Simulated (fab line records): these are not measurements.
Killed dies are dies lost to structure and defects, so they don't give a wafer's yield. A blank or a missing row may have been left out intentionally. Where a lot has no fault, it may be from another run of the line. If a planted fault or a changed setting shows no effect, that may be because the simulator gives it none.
8D (eight disciplines) problem report, filled in by code | flow ritCmos | the parts of the form that need people (team, actions taken, sign-off) are left out

== 1. THE PROBLEM ==
At RIT_NLDD_SOFTBAKE_02, heaterPowerTotalW averages 34.25 W over 6 wafers from 2 lots, while fault-free wafers read 34.57 W, standard deviation 0.048. Relative to the usual mean, that is a shift of -6.7 standard deviations.
The step: time 60 s.
Earliest sighting: wafer L153.3 on lithoTrack-02 at day 5 21:02. The record holds 42 wafers of 14 lots with a number at this step. The rule behind "out" and "out of limits": a value lying over 4 standard deviations away from the usual mean. All remaining wafers that have a number are taken as sound.

== 2. WHAT IT IS; WHAT IT IS NOT ==
question                    | is                     | is not
which readings at this step | heaterPowerTotalW      | -
which lots                  | L153, L156             | L138, L139, L140, L141, L142, L143, L144, L145, L146, L157, L158, L161
which wafers of those lots  | all that have a number | -
read on which tools         | lithoTrack-02          | lithoTrack-01, lithoTrack-03
when                        | from day 5 21:02       | up to then (27 sound wafers); but 9 sound wafers of L157, L158, L161 came after

== 3. THE SUSPECTS, EACH WITH WHAT RULES IT OUT ==
Counting: a tool at any process step up to the reading remains a suspect when it ran all the lots that are out and ran no sound lot after the first of those.
- lithoTrack-02 at RIT_NLDD_SOFTBAKE_02 (time 60 s): kept. All lots that are out passed through it, beginning with L153 at day 5 21:02, and no sound lot followed; its final sound lot before that point was L142 at day 3 12:20. Its own heaterPowerTotalW readings are out on those wafers.
The count leaves lithoTrack-02 at RIT_NLDD_SOFTBAKE_02.

== 4. THE CAUSE (what the simulator had put in) ==
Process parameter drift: lithoTrack-02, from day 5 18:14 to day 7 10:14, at RIT_NLDD_SOFTBAKE_02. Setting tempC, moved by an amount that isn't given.
This tool alone remained once counting was done.

== 5. THE EFFECT CHAIN, in route order ==
Each row: a reading whose mean over the struck wafers that have a number lies more than 3 standard deviations from the usual. Only readings whose record carries a usual standard deviation are examined. hours: median over the lots of the time between each lot's start at the first step of this table that gives one and its start at this step. sigmas: the change, counted in usual standard deviations.
hours | step                 | reading           | usual   | on struck wafers | change | sigmas
0     | RIT_NLDD_SOFTBAKE_02 | heaterPowerTotalW | 34.57 W | 34.25            | -0.32  | -6.7
0     | RIT_NLDD_SOFTBAKE_02 | plateTempC        | 89.98 C | 89.50            | -0.48  | -4.0
The process steps in it:
- RIT_NLDD_SOFTBAKE_02: time 60 s.

== 6. WHAT WOULD HAVE CAUGHT IT SOONER ==
3 hours passed between the start of the fault at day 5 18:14 and the first reading out of limits in this record, taken at day 5 21:02.
